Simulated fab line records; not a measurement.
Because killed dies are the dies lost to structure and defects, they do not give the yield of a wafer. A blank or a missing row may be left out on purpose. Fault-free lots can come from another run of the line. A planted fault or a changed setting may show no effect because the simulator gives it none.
Split-lot experiment || flow berkeleyCmos170 || 23 wafers read from 5 lots, route of 331 steps

SPLIT DETAILS
At UCB170_PSD_IMPLANT_08, the setting energyKev was moved away from the recipe's 20 on 11 of the 23 wafers read, by -3.2% to +4.4%. All remaining wafers had this setting at the recipe value.

Reading taken at the split's own step.

THE READING
In nm, at UCB170_PSD_IMPLANT_08: implant.drpNm, which is the simulator's own figure and was read by no gauge. No usual value for it is given in the file.

{"wafer": "L074.1", "tool, chamber at the split": "implanter-01, 0", "energyKev as run": 20, "against the recipe": "recipe", "implant.drpNm, nm": 28.34, "against lot-mates on the recipe": "-"}
{"wafer": "L074.2", "tool, chamber at the split": "implanter-01, 0", "energyKev as run": 20, "against the recipe": "recipe", "implant.drpNm, nm": 28.34, "against lot-mates on the recipe": "-"}
{"wafer": "L074.3", "tool, chamber at the split": "implanter-01, 0", "energyKev as run": 20, "against the recipe": "recipe", "implant.drpNm, nm": 28.34, "against lot-mates on the recipe": "-"}
{"wafer": "L080.2", "tool, chamber at the split": "implanter-02, 0", "energyKev as run": 20, "against the recipe": "recipe", "implant.drpNm, nm": 28.34, "against lot-mates on the recipe": "-"}
{"wafer": "L080.5", "tool, chamber at the split": "implanter-02, 0", "energyKev as run": 20, "against the recipe": "recipe", "implant.drpNm, nm": 28.34, "against lot-mates on the recipe": "-"}
{"wafer": "L080.3", "tool, chamber at the split": "implanter-02, 0", "energyKev as run": 20.52, "against the recipe": "+2.6%", "implant.drpNm, nm": 28.89, "against lot-mates on the recipe": "+0.55"}
{"wafer": "L080.4", "tool, chamber at the split": "implanter-02, 0", "energyKev as run": 20.52, "against the recipe": "+2.6%", "implant.drpNm, nm": 28.89, "against lot-mates on the recipe": "+0.55"}
{"wafer": "L080.6", "tool, chamber at the split": "implanter-02, 0", "energyKev as run": 20.52, "against the recipe": "+2.6%", "implant.drpNm, nm": 28.89, "against lot-mates on the recipe": "+0.55"}
{"wafer": "L076.1", "tool, chamber at the split": "implanter-03, 0", "energyKev as run": 20, "against the recipe": "recipe", "implant.drpNm, nm": 28.34, "against lot-mates on the recipe": "-"}
{"wafer": "L076.2", "tool, chamber at the split": "implanter-03, 0", "energyKev as run": 20, "against the recipe": "recipe", "implant.drpNm, nm": 28.34, "against lot-mates on the recipe": "-"}
{"wafer": "L076.5", "tool, chamber at the split": "implanter-03, 0", "energyKev as run": 20, "against the recipe": "recipe", "implant.drpNm, nm": 28.34, "against lot-mates on the recipe": "-"}
{"wafer": "L076.3", "tool, chamber at the split": "implanter-03, 0", "energyKev as run": 20.87, "against the recipe": "+4.4%", "implant.drpNm, nm": 29.3, "against lot-mates on the recipe": "+0.96"}
{"wafer": "L076.4", "tool, chamber at the split": "implanter-03, 0", "energyKev as run": 20.87, "against the recipe": "+4.4%", "implant.drpNm, nm": 29.3, "against lot-mates on the recipe": "+0.96"}
{"wafer": "L079.1", "tool, chamber at the split": "implanter-01, 0", "energyKev as run": 19.35, "against the recipe": "-3.2%", "implant.drpNm, nm": 27.69, "against lot-mates on the recipe": -0.65}
{"wafer": "L079.3", "tool, chamber at the split": "implanter-01, 0", "energyKev as run": 19.35, "against the recipe": "-3.2%", "implant.drpNm, nm": 27.69, "against lot-mates on the recipe": -0.65}
{"wafer": "L079.6", "tool, chamber at the split": "implanter-01, 0", "energyKev as run": 19.35, "against the recipe": "-3.2%", "implant.drpNm, nm": 27.69, "against lot-mates on the recipe": -0.65}
{"wafer": "L079.2", "tool, chamber at the split": "implanter-01, 0", "energyKev as run": 20, "against the recipe": "recipe", "implant.drpNm, nm": 28.34, "against lot-mates on the recipe": "-"}
{"wafer": "L079.4", "tool, chamber at the split": "implanter-01, 0", "energyKev as run": 20, "against the recipe": "recipe", "implant.drpNm, nm": 28.34, "against lot-mates on the recipe": "-"}
{"wafer": "L081.1", "tool, chamber at the split": "implanter-01, 0", "energyKev as run": 20, "against the recipe": "recipe", "implant.drpNm, nm": 28.34, "against lot-mates on the recipe": "-"}
{"wafer": "L081.3", "tool, chamber at the split": "implanter-01, 0", "energyKev as run": 20, "against the recipe": "recipe", "implant.drpNm, nm": 28.34, "against lot-mates on the recipe": "-"}
{"wafer": "L081.2", "tool, chamber at the split": "implanter-01, 0", "energyKev as run": 19.4, "against the recipe": "-3.0%", "implant.drpNm, nm": 27.74, "against lot-mates on the recipe": -0.60}
{"wafer": "L081.4", "tool, chamber at the split": "implanter-01, 0", "energyKev as run": 19.4, "against the recipe": "-3.0%", "implant.drpNm, nm": 27.74, "against lot-mates on the recipe": -0.60}
{"wafer": "L081.5", "tool, chamber at the split": "implanter-01, 0", "energyKev as run": 19.4, "against the recipe": "-3.0%", "implant.drpNm, nm": 27.74, "against lot-mates on the recipe": -0.60}

THE FIT
A straight line over all 23 wafers: implant.drpNm changes by +0.209 nm for each +1% of energyKev; r = +1.00; the points scatter about the line by 0.017 nm.
The same after taking each lot's own level away (the mean of its wafers on the recipe; 23 wafers): +0.209 nm for each +1%; r = +1.00; scatter 0.017 nm.
The reading moves by 0.91 nm for the largest change in energyKev, on that fit.
The lots' own levels span 28.340 to 28.340 nm.
So the lot-to-lot level changes the slope little: the two slopes agree.
Check: for one of the wafers moved furthest among these (+4.4%), held out of the fit, the line's prediction against its lot-mates is +0.911 nm. It came out at +0.96 nm against them.

OTHER SPLITS APPLIED TO THESE WAFERS
Note: prior to the reading, these wafers also went through further splits. Each is held against what the fit with the lots' levels taken away leaves over:
{"other split on the same wafers": "UCB170_NWELL_OXIDATION_01 tempC", "wafers away from the commonest value": 18, "r with implant.drpNm (lot level and that fit taken away)": -0.24}
{"other split on the same wafers": "UCB170_NWELL_COAT_07 resistThkNm", "wafers away from the commonest value": 7, "r with implant.drpNm (lot level and that fit taken away)": -0.44}
{"other split on the same wafers": "UCB170_PFIELD_COAT_01 spinRpm", "wafers away from the commonest value": 6, "r with implant.drpNm (lot level and that fit taken away)": -0.14}
{"other split on the same wafers": "UCB170_GATE_CVD_04 pressureMtorr", "wafers away from the commonest value": 18, "r with implant.drpNm (lot level and that fit taken away)": "+0.26"}

THE WHOLE CHAIN: every reading that the file lists as answering this split, in the file's order
{"step": "UCB170_PSD_IMPLANT_08", "what it does": "", "reading": "implant.rpNm (the simulator's own value, which no gauge read)", "change (the file's fit)": "+0.655 nm for each +1% of the setting", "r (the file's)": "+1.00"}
{"step": "UCB170_PSD_IMPLANT_08", "what it does": "", "reading": "implant.drpNm (the simulator's own value, which no gauge read)", "change (the file's fit)": "+0.21 nm for each +1% of the setting", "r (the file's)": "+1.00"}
{"step": "UCB170_PSD_STRIP_09", "what it does": "strips in O2", "reading": "stripTimeToEndpointS", "change (the file's fit)": "withheld for each +1% of the setting", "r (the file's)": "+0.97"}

THE FILE'S OWN FIT
implant.drpNm changes by +0.21 nm for each +1% of energyKev, r = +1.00.
